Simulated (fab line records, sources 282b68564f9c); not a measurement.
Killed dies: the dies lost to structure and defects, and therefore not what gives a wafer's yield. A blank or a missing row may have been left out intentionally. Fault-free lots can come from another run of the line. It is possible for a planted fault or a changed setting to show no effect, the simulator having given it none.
fab line records	flow rit_cmos
record: lots: 7	wafers: 21	last_day: 7
route steps=202 shown CONTACT@171 M1@184
lots that met no fault: taken from a fault-free run of the same line
start_h: start of the lot's first displayed wafer, in hours after the record's first day	wait_h: hours elapsed since this lot's preceding step	" as in the row above	L1.1+2: a single row standing in for several wafers	- value missing, or start not given	* or withheld: withheld	< > ~ a bound
route shown NAME@n: a module of which the file shows steps, and the number in the route of the first	usual: mean/standard deviation taken from wafers without a fault	same: alike in all rows	chamber/n: place in a boat	sites: the reading at each site	_std_site: the values' standard deviation	_edge_site: outer sites' mean less inner sites'	radius_mm: for every site, how far away it sits from the centre of the wafer	mask NAME#n: copy n	behind: tool/chamber where the wafer was last shaped	hold: what put the lot on hold/how long, in hours/how the hold closed	device: which transistor (n, p or np) failed to switch	end of line: the route-end tests of the same wafers	a step without rows: its recipe alone	killed: not the wafer's yield, but the dies lost to structure and defects at the first sort	map: a wafer's dies, marking killed ones x, the rest . and places with no die _
set.NAME: setting as actually run; set.NAME@STEP: the setting as run at that earlier step	model.NAME: the simulator's own value behind a step, which no gauge read
lots at selected steps of the route; one table per step, one row per wafer
services: a tool's chamber out of use, with start hour (start_h, from the record's first day; less than 0 if before it), hours out, and reason
== steps ==
step: RIT_CONTACT_COAT_03
recipe: resist: NOVOLAK	spin_rpm: 3250	resist_thk_nm: 1000
step: RIT_CONTACT_SOFTBAKE_04
recipe: resist: NOVOLAK	temp_c: 90	time_s: 60
step: RIT_CONTACT_EXPOSE_05
recipe: mask_id: M11	na: 0.6	source_shape: conventional	sigma_outer: 0.5	target_cd_nm: 1000	dose_mj: 250
step: RIT_CONTACT_PEB_06
recipe: resist: NOVOLAK	temp_c: withheld	time_s: withheld
step: RIT_CONTACT_DEVELOP_07
recipe: resist: NOVOLAK	develop_time_s: 120	dev_temp_c: 23.46
step: RIT_CONTACT_CD_MEAS_08
recipe: target_cd_nm: 1000
usual: cd_nm: 1001.3/2.2
lot.wafer	tool	chamber	start_h	wait_h	cd_nm
L633.4	cd_sem-01	-	81.86	-	999.2
L633.5	"	-	"	"	1000.9
L633.6	"	-	"	"	998.0
L639.1	cd_sem-02	-	111.12	-	1000.6
L639.3	"	-	"	"	1002.5
L639.6	"	-	"	"	1003.7
L646.1	cd_sem-02	-	151.98	-	1000.2
L646.3	"	-	"	"	1000.8
L646.6	"	-	"	"	1000.5
L647.4	cd_sem-02	-	156.25	-	1003.8
L647.5	"	-	"	"	1001.4
L647.6	"	-	"	"	1002.2
L648.1	cd_sem-01	-	161.29	-	1001.5
L648.3	"	-	"	"	1002.9
L648.6	"	-	"	"	1000.2
L649.1	cd_sem-02	-	163.41	-	1000.4
L649.2	"	-	"	"	1000.5
L649.4	"	-	"	"	1000.5
L650.2	cd_sem-02	-	167.67	-	1004.6
L650.3	"	-	"	"	1003.2
L650.4	"	-	"	"	1006.6
step: RIT_CONTACT_OVL_MEAS_09
usual: CONTACT_OVL: -0.8/1.2
lot.wafer	tool	chamber	start_h	wait_h	CONTACT_OVL[nm]
L633.4	overlay-02	-	81.94	0.1	-0.1
L633.5	"	-	"	"	-0.8
L633.6	"	-	"	"	-0.8
L639.1	overlay-01	-	111.24	0.1	-2.1
L639.3	"	-	"	"	-1.4
L639.6	"	-	"	"	-2.0
L646.1	overlay-02	-	152.10	0.1	-1.2
L646.3	"	-	"	"	-0.5
L646.6	"	-	"	"	-0.3
L647.4	overlay-01	-	156.33	0.1	0.4
L647.5	"	-	"	"	-0.1
L647.6	"	-	"	"	0.9
L648.1	overlay-01	-	161.41	0.1	-2.5
L648.3	"	-	"	"	-1.6
L648.6	"	-	"	"	-1.8
L649.1	overlay-02	-	163.53	0.1	-2.3
L649.2	"	-	"	"	-2.8
L649.4	"	-	"	"	-1.9
L650.2	overlay-01	-	167.77	0.1	0.6
L650.3	"	-	"	"	-0.9
L650.4	"	-	"	"	-0.2
step: RIT_CONTACT_HARDBAKE_10
recipe: resist: NOVOLAK	temp_c: 140	time_s: 60
step: RIT_CONTACT_ETCH_11
recipe: target_depth_a: 4800	over_etch_frac: 0.2	stop_on: TiSi2	chemistry: CHF3/CF4/Ar	target: SiO2	CHF3_flow_sccm: 50	cf4_flow_sccm: 10	Ar_flow_sccm: 100	O2_flow_sccm: 5	pressure_mtorr: 100	rf_w: 200	time_s: 320
usual: drypump_motor_current_A: 5.8/0.34	oes_product_au: 0.987/0.017	throttle_valve_pct: 8.85/0.13
lot.wafer	tool	chamber	start_h	wait_h	drypump_motor_current_A	oes_product_au	rf_hours_counter_h	throttle_valve_pct
L633.4	rie_diel-02	0	82.34	0.1	5.6	0.997	-	8.68
L633.5	"	1	"	"	5.9	1.000	-	8.90
L633.6	"	2	"	"	5.7	0.970	-	9.07
L639.1	rie_diel-01	1	111.42	0.1	5.7	0.971	6	8.71
L639.3	"	3	"	"	6.1	0.994	37	8.69
L639.6	"	3	"	"	6.1	0.998	-	8.68
L646.1	rie_diel-01	1	152.29	0.1	5.7	0.977	7	8.69
L646.3	"	0	"	"	6.5	0.968	5	9.05
L646.6	"	1	"	"	5.7	0.976	-	8.71
L647.4	rie_diel-02	3	156.50	0.1	5.3	0.953	135	8.81
L647.5	"	2	"	"	5.7	0.968	-	9.06
L647.6	"	1	"	"	5.9	0.986	-	8.91
L648.1	rie_diel-02	2	161.59	0.1	5.7	0.962	84	9.06
L648.3	"	3	"	"	5.3	0.954	135	8.79
L648.6	"	1	"	"	5.9	0.985	-	8.92
L649.1	rie_diel-04	3	163.71	0.1	5.3	1.016	110	8.99
L649.2	"	0	"	"	6.2	1.007	21	8.82
L649.4	"	2	"	"	5.8	0.992	123	8.73
L650.2	rie_diel-04	0	167.95	0.1	6.3	1.001	21	8.83
L650.3	"	3	"	"	5.3	1.015	110	8.98
L650.4	"	2	"	"	5.9	0.995	123	8.73
step: RIT_CONTACT_STRIP_12
recipe: chemistry: O2	time_s: 180	resist: NOVOLAK	platen_temp_c: withheld	power_w: 500	pressure_mtorr: 4000	o2_flow_sccm: 4000
usual: drypump_motor_current_A: 5.6/0.43
lot.wafer	tool	chamber	start_h	wait_h	drypump_motor_current_A	rf_hours_counter_h
L633.4	plasma_asher-04	1	82.50	0.1	6.1	-
L633.5	"	0	"	"	4.9	-
L633.6	"	1	"	"	6.1	-
L639.1	plasma_asher-01	1	111.62	0.1	5.9	49
L639.3	"	1	"	"	5.9	-
L639.6	"	0	"	"	5.1	-
L646.1	plasma_asher-02	1	152.48	0.1	5.7	35
L646.3	"	0	"	"	5.6	-
L646.6	"	1	"	"	5.7	-
L647.4	plasma_asher-02	1	156.75	0.2	5.7	-
L647.5	"	1	"	"	5.7	-
L647.6	"	0	"	"	5.6	-
L648.1	plasma_asher-04	0	161.79	0.1	5.0	54
L648.3	"	1	"	"	6.1	-
L648.6	"	1	"	"	6.0	-
L649.1	plasma_asher-01	0	163.91	0.1	5.1	55
L649.2	"	1	"	"	5.9	55
L649.4	"	1	"	"	5.9	-
L650.2	plasma_asher-01	1	168.15	0.1	6.0	55
L650.3	"	1	"	"	6.0	-
L650.4	"	0	"	"	5.1	-
step: RIT_CONTACT_CD_MEAS_90
recipe: target_cd_nm: 1000
usual: cd_nm: 1001.2/2.3
lot.wafer	tool	chamber	start_h	wait_h	cd_nm
L633.4	cd_sem-01	-	82.74	0.2	998.9
L633.5	"	-	"	"	1000.7
L633.6	"	-	"	"	998.3
L639.1	cd_sem-02	-	111.79	0.1	1000.6
L639.3	"	-	"	"	1002.7
L639.6	"	-	"	"	1003.2
L646.1	cd_sem-01	-	152.66	0.1	1000.5
L646.3	"	-	"	"	1000.3
L646.6	"	-	"	"	999.9
L647.4	cd_sem-01	-	156.92	0.1	1003.5
L647.5	"	-	"	"	1001.4
L647.6	"	-	"	"	1001.7
L648.1	cd_sem-01	-	161.96	0.1	1001.3
L648.3	"	-	"	"	1002.6
L648.6	"	-	"	"	1000.6
L649.1	cd_sem-02	-	164.08	0.1	1000.4
L649.2	"	-	"	"	1000.2
L649.4	"	-	"	"	1000.4
L650.2	cd_sem-01	-	168.34	0.1	1005.2
L650.3	"	-	"	"	1003.6
L650.4	"	-	"	"	1007.0
step: RIT_CONTACT_CLEAN_13
recipe: chemistry: SC1	mix: 3:3:50	time_s: 600	temp_c: 75
step: RIT_CONTACT_CLEAN_14
recipe: chemistry: SC2	mix: 3:3:50	time_s: 600	temp_c: 75	dry: n2_spin
usual: bath_heat_duty_pct: 16.2/1.4
lot.wafer	tool	chamber	start_h	wait_h	bath_heat_duty_pct
L633.4	wet_bench-02	2	83.01	0.0	16.5
L633.5	"	2	"	"	16.0
L633.6	"	2	"	"	17.5
L639.1	wet_bench-03	0	112.09	0.0	14.3
L639.3	"	0	"	"	15.4
L639.6	"	0	"	"	15.0
L646.1	wet_bench-03	1	152.95	0.0	15.0
L646.3	"	1	"	"	15.9
L646.6	"	1	"	"	16.0
L647.4	wet_bench-03	2	157.16	0.0	16.2
L647.5	"	2	"	"	15.5
L647.6	"	2	"	"	16.5
L648.1	wet_bench-03	2	162.27	0.0	16.5
L648.3	"	2	"	"	18.2
L648.6	"	2	"	"	17.2
L649.1	wet_bench-02	1	164.38	0.0	16.2
L649.2	"	1	"	"	15.1
L649.4	"	1	"	"	16.2
L650.2	wet_bench-02	3	168.62	0.0	11.6
L650.3	"	3	"	"	11.9
L650.4	"	3	"	"	12.1
step: RIT_M1_SPUTTER_00
recipe: material: Al	target_thk_nm: 400	power_w: 2000	chamber_pressure_pa: 0.4	gas: Ar	time_s: 500	substrate_temp_c: 25
usual: throttle_valve_pct: 30.0/1.3
lot.wafer	tool	chamber	start_h	wait_h	throttle_valve_pct
L633.4	pvd_sputter-03	-	83.19	0.0	29.6
L633.5	"	-	"	"	29.1
L633.6	"	-	"	"	30.9
L639.1	pvd_sputter-03	-	112.26	0.0	30.9
L639.3	"	-	"	"	30.9
L639.6	"	-	"	"	30.9
L646.1	pvd_sputter-04	-	153.13	0.0	27.9
L646.3	"	-	"	"	29.6
L646.6	"	-	"	"	32.0
L647.4	pvd_sputter-03	-	157.33	0.0	29.6
L647.5	"	-	"	"	31.1
L647.6	"	-	"	"	31.0
L648.1	pvd_sputter-01	-	162.45	0.0	29.3
L648.3	"	-	"	"	29.8
L648.6	"	-	"	"	29.4
L649.1	pvd_sputter-03	-	164.57	0.0	31.2
L649.2	"	-	"	"	29.5
L649.4	"	-	"	"	31.1
L650.2	pvd_sputter-04	-	168.81	0.0	29.4
L650.3	"	-	"	"	31.9
L650.4	"	-	"	"	28.6
step: RIT_M1_RS_MEAS_01
recipe: thk_meas_gauge: four-point-probe	reads: Al_of_M1_SPUTTER_00
usual: M1_AL_RS: 0.0743/0.00086
lot.wafer	tool	chamber	start_h	wait_h	M1_AL_RS[ohm/sq]
L633.4	film_metro-04	-	83.54	0.2	0.0732
L633.5	"	-	"	"	0.0733
L633.6	"	-	"	"	0.0751
L639.1	film_metro-01	-	112.56	0.1	0.0750
L639.3	"	-	"	"	0.0767
L639.6	"	-	"	"	0.0760
L646.1	film_metro-04	-	153.42	0.1	0.0732
L646.3	"	-	"	"	0.0737
L646.6	"	-	"	"	0.0737
L647.4	film_metro-04	-	157.69	0.2	0.0740
L647.5	"	-	"	"	0.0749
L647.6	"	-	"	"	0.0737
L648.1	film_metro-01	-	162.74	0.1	0.0734
L648.3	"	-	"	"	0.0734
L648.6	"	-	"	"	0.0741
L649.1	film_metro-02	-	164.86	0.1	0.0748
L649.2	"	-	"	"	0.0741
L649.4	"	-	"	"	0.0731
L650.2	film_metro-02	-	169.12	0.2	0.0749
L650.3	"	-	"	"	0.0746
L650.4	"	-	"	"	0.0733
step: RIT_M1_THK_MEAS_02
recipe: thk_meas_gauge: xrf	reads: Al_of_M1_SPUTTER_00
usual: M1_AL_THK: 383/4.7
lot.wafer	tool	chamber	start_h	wait_h	M1_AL_THK[nm]
L633.4	film_metro-04	-	83.63	0.1	388
L633.5	"	-	"	"	388
L633.6	"	-	"	"	376
L639.1	film_metro-01	-	112.68	0.1	378
L639.3	"	-	"	"	370
L639.6	"	-	"	"	377
L646.1	film_metro-04	-	153.54	0.1	385
L646.3	"	-	"	"	384
L646.6	"	-	"	"	382
L647.4	film_metro-04	-	157.78	0.1	381
L647.5	"	-	"	"	376
L647.6	"	-	"	"	384
L648.1	film_metro-01	-	162.86	0.1	386
L648.3	"	-	"	"	389
L648.6	"	-	"	"	386
L649.1	film_metro-02	-	164.98	0.1	383
L649.2	"	-	"	"	384
L649.4	"	-	"	"	390
L650.2	film_metro-02	-	169.23	0.1	381
L650.3	"	-	"	"	383
L650.4	"	-	"	"	392
step: RIT_M1_HMDS_03
recipe: prime_time_s: 60	prime_temp_c: 140
step: RIT_M1_COAT_04
recipe: resist: NOVOLAK	spin_rpm: 2000	resist_thk_nm: 1322
step: RIT_M1_SOFTBAKE_05
recipe: resist: NOVOLAK	temp_c: 90	time_s: 60
step: RIT_M1_EXPOSE_06
recipe: mask_id: M12	na: 0.6	source_shape: conventional	sigma_outer: 0.5	target_cd_nm: 2600	dose_mj: 250
step: RIT_M1_PEB_07
recipe: resist: NOVOLAK	temp_c: withheld	time_s: withheld
step: RIT_M1_DEVELOP_08
recipe: resist: NOVOLAK	develop_time_s: 68	dev_temp_c: 23
step: RIT_M1_CD_MEAS_09
recipe: target_cd_nm: 2600
usual: cd_nm: 2599.2/2.7
lot.wafer	tool	chamber	start_h	wait_h	cd_nm
L633.4	cd_sem-01	-	84.65	-	2593.6
L633.5	"	-	"	"	2589.6
L633.6	"	-	"	"	2592.1
L639.1	cd_sem-02	-	113.74	-	2596.8
L639.3	"	-	"	"	2600.4
L639.6	"	-	"	"	2599.8
L646.1	cd_sem-01	-	154.71	-	2598.7
L646.3	"	-	"	"	2601.3
L646.6	"	-	"	"	2598.1
L647.4	cd_sem-02	-	158.75	-	2597.8
L647.5	"	-	"	"	2598.4
L647.6	"	-	"	"	2598.5
L648.1	cd_sem-01	-	163.88	-	2597.9
L648.3	"	-	"	"	2598.9
L648.6	"	-	"	"	2599.1
L649.1	cd_sem-02	-	166.00	-	2594.8
L649.2	"	-	"	"	2599.4
L649.4	"	-	"	"	2598.1
L650.2	cd_sem-02	-	170.28	-	2599.7
L650.3	"	-	"	"	2600.4
L650.4	"	-	"	"	2601.2
step: RIT_M1_OVL_MEAS_10
usual: M1_OVL: 0.7/1.5
lot.wafer	tool	chamber	start_h	wait_h	M1_OVL[nm]
L633.4	overlay-02	-	84.72	0.1	0.1
L633.5	"	-	"	"	0.7
L633.6	"	-	"	"	1.2
L639.1	overlay-01	-	113.86	0.1	-1.2
L639.3	"	-	"	"	-0.1
L639.6	"	-	"	"	0.4
L646.1	overlay-01	-	154.83	0.1	0.9
L646.3	"	-	"	"	2.4
L646.6	"	-	"	"	1.9
L647.4	overlay-02	-	158.83	0.1	1.0
L647.5	"	-	"	"	2.9
L647.6	"	-	"	"	1.9
L648.1	overlay-01	-	164.00	0.1	1.6
L648.3	"	-	"	"	1.5
L648.6	"	-	"	"	3.7
L649.1	overlay-02	-	166.12	0.1	0.1
L649.2	"	-	"	"	1.6
L649.4	"	-	"	"	1.1
L650.2	overlay-01	-	170.39	0.1	2.6
L650.3	"	-	"	"	1.3
L650.4	"	-	"	"	2.8
step: RIT_M1_HARDBAKE_11
recipe: resist: NOVOLAK	temp_c: 140	time_s: 120
step: RIT_M1_METAL_ETCH_12
recipe: stop_on: SiO2	chemistry: Cl2/BCl3	target: Al	time_s: 165	over_etch_frac: 0.5	pressure_mtorr: 100	target_depth_a: 6000	rf_w: 250	Cl2_flow_sccm: 60	bcl3_flow_sccm: 50
usual: drypump_motor_current_A: 5.7/0.62	oes_product_au: 0.764/0.016	throttle_valve_pct: 8.31/0.068
lot.wafer	tool	chamber	start_h	wait_h	drypump_motor_current_A	oes_product_au	rf_hours_counter_h	throttle_valve_pct
L633.4	rie_metal-03	1	85.05	0.1	6.6	0.771	-	8.18
L633.5	"	0	"	"	5.9	0.767	-	8.33
L633.6	"	1	"	"	6.6	0.761	-	8.17
L639.1	rie_metal-03	0	114.15	0.2	5.9	0.746	34	8.33
L639.3	"	0	"	"	5.9	0.743	-	8.33
L639.6	"	1	"	"	6.6	0.758	-	8.17
L646.1	rie_metal-01	0	155.11	0.2	6.0	0.795	3	8.28
L646.3	"	1	"	"	5.0	0.766	-	8.39
L646.6	"	0	"	"	6.0	0.793	-	8.30
L647.4	rie_metal-03	1	159.22	0.1	6.6	0.780	-	8.16
L647.5	"	0	"	"	5.9	0.753	-	8.29
L647.6	"	1	"	"	6.6	0.777	-	8.18
L648.1	rie_metal-04	0	164.28	0.2	5.8	0.761	2	8.35
L648.3	"	1	"	"	4.8	0.751	-	8.32
L648.6	"	0	"	"	5.8	0.761	-	8.35
L649.1	rie_metal-01	1	166.40	0.2	5.0	0.760	4	8.39
L649.2	"	0	"	"	6.0	0.789	4	8.30
L649.4	"	1	"	"	5.0	0.777	-	8.40
L650.2	rie_metal-03	0	170.67	0.2	5.9	0.751	0	8.33
L650.3	"	0	"	"	5.9	0.762	-	8.32
L650.4	"	1	"	"	6.6	0.789	-	8.17
step: RIT_M1_STRIP_13
recipe: chemistry: nmp	resist: NOVOLAK	temp_c: 80	time_s: 600	dry: n2_spin
step: RIT_M1_STRIP_14
recipe: chemistry: O2	time_s: 180	platen_temp_c: withheld	power_w: 500	pressure_mtorr: 4000	o2_flow_sccm: 4000
usual: drypump_motor_current_A: 5.5/0.5
lot.wafer	tool	chamber	start_h	wait_h	drypump_motor_current_A	rf_hours_counter_h
L633.4	plasma_asher-04	0	85.39	0.1	4.9	-
L633.5	"	1	"	"	6.1	-
L633.6	"	0	"	"	5.0	-
L639.1	plasma_asher-04	1	114.48	0.0	6.0	49
L639.3	"	0	"	"	5.0	-
L639.6	"	1	"	"	6.0	-
L646.1	plasma_asher-04	1	155.45	0.0	6.1	54
L646.3	"	0	"	"	5.0	-
L646.6	"	0	"	"	5.0	-
L647.4	plasma_asher-03	0	159.56	0.1	5.0	-
L647.5	"	1	"	"	6.0	-
L647.6	"	0	"	"	5.0	-
L648.1	plasma_asher-03	0	164.62	0.0	5.1	4
L648.3	"	0	"	"	5.0	-
L648.6	"	0	"	"	5.0	-
L649.1	plasma_asher-04	0	166.74	0.0	5.0	55
L649.2	"	1	"	"	6.0	55
L649.4	"	1	"	"	6.1	-
L650.2	plasma_asher-04	1	171.01	0.0	6.1	55
L650.3	"	1	"	"	6.1	-
L650.4	"	0	"	"	5.0	-
step: RIT_M1_CD_MEAS_90
recipe: target_cd_nm: 2600
usual: cd_nm: 2599/3.1
lot.wafer	tool	chamber	start_h	wait_h	cd_nm
L633.4	cd_sem-01	-	85.57	0.1	2592
L633.5	"	-	"	"	2591
L633.6	"	-	"	"	2589
L639.1	cd_sem-01	-	114.66	0.1	2596
L639.3	"	-	"	"	2602
L639.6	"	-	"	"	2599
L646.1	cd_sem-01	-	155.62	0.1	2597
L646.3	"	-	"	"	2602
L646.6	"	-	"	"	2597
L647.4	cd_sem-02	-	159.74	0.1	2597
L647.5	"	-	"	"	2599
L647.6	"	-	"	"	2600
L648.1	cd_sem-01	-	164.80	0.1	2598
L648.3	"	-	"	"	2596
L648.6	"	-	"	"	2600
L649.1	cd_sem-01	-	166.91	0.1	2595
L649.2	"	-	"	"	2598
L649.4	"	-	"	"	2598
L650.2	cd_sem-01	-	171.20	0.1	2601
L650.3	"	-	"	"	2601
L650.4	"	-	"	"	2602
step: RIT_M1_ANNEAL_15
recipe: temp_c: 452.1	time_s: 1800	ambient: forming_gas_H2N2
step: RIT_M1_BOW_MEAS_16
recipe: mode: bow
usual: M1_BOW: 16/6.1
lot.wafer	tool	chamber	start_h	wait_h	M1_BOW[um]
L633.4	film_metro-04	-	87.19	0.1	32
L633.5	"	-	"	"	22
L633.6	"	-	"	"	15
L639.1	film_metro-01	-	119.98	0.0	12
L639.3	"	-	"	"	19
L639.6	"	-	"	"	19
L646.1	film_metro-02	-	157.24	0.0	15
L646.3	"	-	"	"	18
L646.6	"	-	"	"	11
L647.4	film_metro-02	-	161.36	0.1	2
L647.5	"	-	"	"	23
L647.6	"	-	"	"	15
L648.1	film_metro-01	-	166.42	0.0	12
L648.3	"	-	"	"	10
L648.6	"	-	"	"	18
L649.1	film_metro-02	-	168.55	0.0	14
L649.2	"	-	"	"	18
L649.4	"	-	"	"	11
L650.2	film_metro-02	-	173.41	0.0	16
L650.3	"	-	"	"	28
L650.4	"	-	"	"	23
step: RIT_M1_PROBE_99
usual: killed_at_M0_to_M3: 0.0/0.16	killed_at_contacts: 0.1/0.24	killed_at_front_end: 6.7/2.9	killed_dies: 6.8/2.9	killed_on_rim: 1.8/1.3	killed_open: 3.5/1.8	killed_short: 3.3/2.1
same: gross_dies: 264	killed_at_M4_up: 0	killed_at_back_side: 0	killed_at_other: 0
lot.wafer	tool	chamber	start_h	wait_h	hold	killed_at_M0_to_M3	killed_at_contacts	killed_at_front_end	killed_dies	killed_on_rim	killed_open	killed_short
L633.4	prober-02	-	87.40	0.2	-	0	0	4	4	1	3	1
L633.5	prober-02	-	87.45	0.2	-	0	0	6	6	0	2	4
L633.6	prober-02	-	87.50	0.2	-	0	0	6	6	0	2	4
L639.1	prober-02	-	120.10	0.1	-	0	0	8	8	2	5	3
L639.3	prober-02	-	120.20	0.2	-	0	0	8	8	1	3	5
L639.6	prober-02	-	120.35	0.2	-	0	0	11	11	5	4	7
L646.1	prober-02	-	157.36	0.1	await_dispo/2.4h/release	0	33	10	43	3	6	4
L646.3	prober-02	-	157.46	0.2	await_dispo/2.4h/release	0	37	5	42	0	1	4
L646.6	prober-02	-	157.61	0.2	await_dispo/2.4h/release	0	41	8	49	2	4	4
L647.4	prober-01	-	161.57	0.2	await_dispo/11.3h/release	0	31	6	37	8	4	2
L647.5	prober-01	-	161.62	0.2	await_dispo/11.3h/release	1	34	5	40	12	3	3
L647.6	prober-01	-	161.67	0.2	await_dispo/11.3h/release	0	31	5	36	9	1	4
L648.1	prober-02	-	166.54	0.1	await_dispo/2.5h/release	0	30	6	36	13	0	6
L648.3	prober-02	-	166.64	0.2	await_dispo/2.5h/release	0	32	7	39	9	3	4
L648.6	prober-02	-	166.79	0.2	await_dispo/2.5h/release	0	29	6	35	9	5	1
L649.1	prober-02	-	168.67	0.1	-	0	0	9	9	2	6	2
L649.2	prober-02	-	168.72	0.1	-	0	0	3	3	1	1	1
L649.4	prober-02	-	168.82	0.2	-	0	0	5	5	0	2	2
L650.2	prober-01	-	173.56	0.1	-	0	0	5	5	0	2	3
L650.3	prober-01	-	173.61	0.2	-	0	1	4	5	1	3	2
L650.4	prober-01	-	173.66	0.2	-	0	0	9	9	2	3	6
killed by level:class
L633.4 FOX2:geometric_particle:open=1 GATE:geometric_particle:short=1 SPACER:geometric_particle:open=1 SILICIDE:geometric_particle:open=1
L633.5 FOX1:geometric_particle:short=1 FOX2:geometric_particle:open=1 GATE:geometric_particle:short=1 GATE:geometric_particle:open=1 REOX:geometric_particle:short=1 SILICIDE:geometric_particle:short=1
L633.6 REOX:geometric_particle:short=2 GATE:geometric_particle:open=1 GATE:geometric_particle:short=1 REOX:geometric_particle:open=1 SILICIDE:geometric_particle:short=1
L639.1 GATE:geometric_particle:open=3 FOX1:geometric_particle:open=2 FOX1:geometric_particle:short=2 REOX:geometric_particle:short=1
L639.3 GATE:geometric_particle:short=4 FOX1:geometric_particle:open=1 FOX2:geometric_particle:open=1 GATE:geometric_particle:open=1 REOX:geometric_particle:short=1
L639.6 FOX2:geometric_particle:short=3 GATE:geometric_particle:short=2 FOX1:geometric_particle:open=1 GATE:geometric_particle:open=1 REOX:geometric_particle:short=1 REOX:geometric_particle:open=1 SPACER:geometric_particle:open=1 SILICIDE:geometric_particle:short=1
L646.1 CONTACT:unspecified=33 SILICIDE:geometric_particle:open=3 GATE:geometric_particle:open=2 SILICIDE:geometric_particle:short=2 FOX1:geometric_particle:short=1 GATE:geometric_particle:short=1 REOX:geometric_particle:open=1
L646.3 CONTACT:unspecified=37 FOX1:geometric_particle:short=2 GATE:geometric_particle:short=1 SPACER:geometric_particle:short=1 SPACER:geometric_particle:open=1
L646.6 CONTACT:unspecified=41 GATE:geometric_particle:open=3 GATE:geometric_particle:short=3 SILICIDE:geometric_particle:short=1 SILICIDE:geometric_particle:open=1
L647.4 CONTACT:unspecified=31 FOX1:geometric_particle:short=2 FOX1:geometric_particle:open=1 GATE:geometric_particle:open=1 REOX:geometric_particle:open=1 SPACER:geometric_particle:open=1
L647.5 CONTACT:unspecified=34 FOX1:geometric_particle:short=2 FOX1:geometric_particle:open=1 REOX:geometric_particle:short=1 SPACER:geometric_particle:open=1 M1:geometric_particle:open=1
L647.6 CONTACT:unspecified=31 SILICIDE:geometric_particle:short=2 GATE:geometric_particle:short=1 SPACER:geometric_particle:short=1 SILICIDE:geometric_particle:open=1
L648.1 CONTACT:unspecified=30 FOX1:geometric_particle:short=2 REOX:geometric_particle:short=2 GATE:geometric_particle:short=1 SILICIDE:geometric_particle:short=1
L648.3 CONTACT:unspecified=32 GATE:geometric_particle:short=3 ACTIVE:geometric_particle:open=1 FOX1:geometric_particle:open=1 FOX1:geometric_particle:short=1 GATE:geometric_particle:open=1
L648.6 CONTACT:unspecified=29 SILICIDE:geometric_particle:open=2 FOX1:geometric_particle:open=1 FOX2:geometric_particle:open=1 REOX:geometric_particle:short=1 SPACER:geometric_particle:open=1
L649.1 GATE:geometric_particle:open=4 FOX2:geometric_particle:open=2 FOX2:geometric_particle:short=1 SILICIDE:geometric_particle:short=1 PLDD:coat_microbubble_printed=1
L649.2 GATE:geometric_particle:short=1 SILICIDE:geometric_particle:open=1 PLDD:coat_microbubble_printed=1
L649.4 FOX1:geometric_particle:open=1 GATE:geometric_particle:short=1 GATE:geometric_particle:open=1 REOX:geometric_particle:short=1 PLDD:coat_microbubble_printed=1
L650.2 GATE:geometric_particle:short=3 GATE:geometric_particle:open=2
L650.3 FOX1:geometric_particle:short=1 GATE:geometric_particle:open=1 REOX:geometric_particle:short=1 SPACER:geometric_particle:open=1 CONTACT:geometric_particle:open=1
L650.4 GATE:geometric_particle:short=3 SPACER:geometric_particle:short=2 GATE:geometric_particle:open=1 REOX:geometric_particle:open=1 SILICIDE:geometric_particle:open=1 SILICIDE:geometric_particle:short=1
map L646.6 (x killed, . not)
________......._______
_____.............____
____...............___
___...........x.x...__
__.x.........xxxxx..._
__.........xxxxxxxx.._
_...........xxxxxxxx..
_...........xxxxxxx...
_........x..xxxxxx.xx.
_............xxxxx...x
__..........x........_
__.............x....._
___.................__
____.......x.......___
_____.............____
________......._______
map L647.5 (x killed, . not)
________......._______
_____.......x.....____
____...............___
___.............xx..__
__......x............_
__..................._
_.....................
_..................x..
_.....................
_.....................
__..........xx....x.._
__..........xxxxxx..._
___.........xxxxx.x.__
____.......xxxxxxxx___
_____......xxxxxxx____
________..xxxxx_______
== services ==
tool	chamber	start_h	hours	kind
rie_diel-01	1	59.20	21.4	repair
rie_diel-04	-	62.88	2.8	pm
rie_diel-04	3	70.85	2.9	repair
rie_diel-02	3	78.01	6.5	repair
pvd_sputter-03	-	78.66	2.7	repair
rie_diel-01	2	80.58	-	clean
plasma_asher-02	-	86.70	8.5	repair
plasma_asher-02	-	108.22	1.9	repair
plasma_asher-03	-	108.75	9.0	pm
rie_metal-04	0	109.02	8.3	repair
rie_metal-01	-	111.20	0.1	repair
plasma_asher-01	-	115.41	1.7	repair
plasma_asher-04	-	119.81	1.1	repair
plasma_asher-03	-	129.50	4.1	repair
plasma_asher-03	-	135.38	6.6	repair
rie_metal-03	-	136.12	20.0	pm
rie_metal-03	0	136.12	20.0	vent_cycle
rie_metal-03	1	136.12	20.0	vent_cycle
rie_metal-01	0	143.67	9.1	repair
rie_metal-03	0	156.12	-	clean
rie_metal-03	1	156.12	-	clean
rie_diel-04	2	156.44	4.2	repair
wet_bench-02	-	157.90	4.2	repair
pvd_sputter-03	-	168.48	4.1	repair
== key ==
first_sign: step: RIT_M1_PROBE_99	reading: killed_at_contacts	direction: up	sigmas: 33	usual: 0.1	struck: 33.1
effect: step: RIT_M1_PROBE_99	reading: killed_dies	direction: up	sigmas: 11	usual: 6.8	struck: 39.7
met_at RIT_CONTACT_CLEAN_14
struck_wafers L646.1,L646.3,L646.6,L647.4,L647.5,L647.6,L648.1,L648.3,L648.6
tester_left_out L646,L647,L648
onset_between 112.09 152.95
fault: kind: chamber_particle_source	tool: wet_bench-03	chamber: -	onset_h: 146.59	steps: RIT_CONTACT_CLEAN_14	rate_per_visit_cm2: 1.6107	end_h: 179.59
tester_left_out: of these lots the tester's yield and bins aren't shown, on N5 and GAA mostly nor the transistor test; their killed dies are dies lost to structure and defects alone, not to doping, threshold or leakage, so they don't give the yield
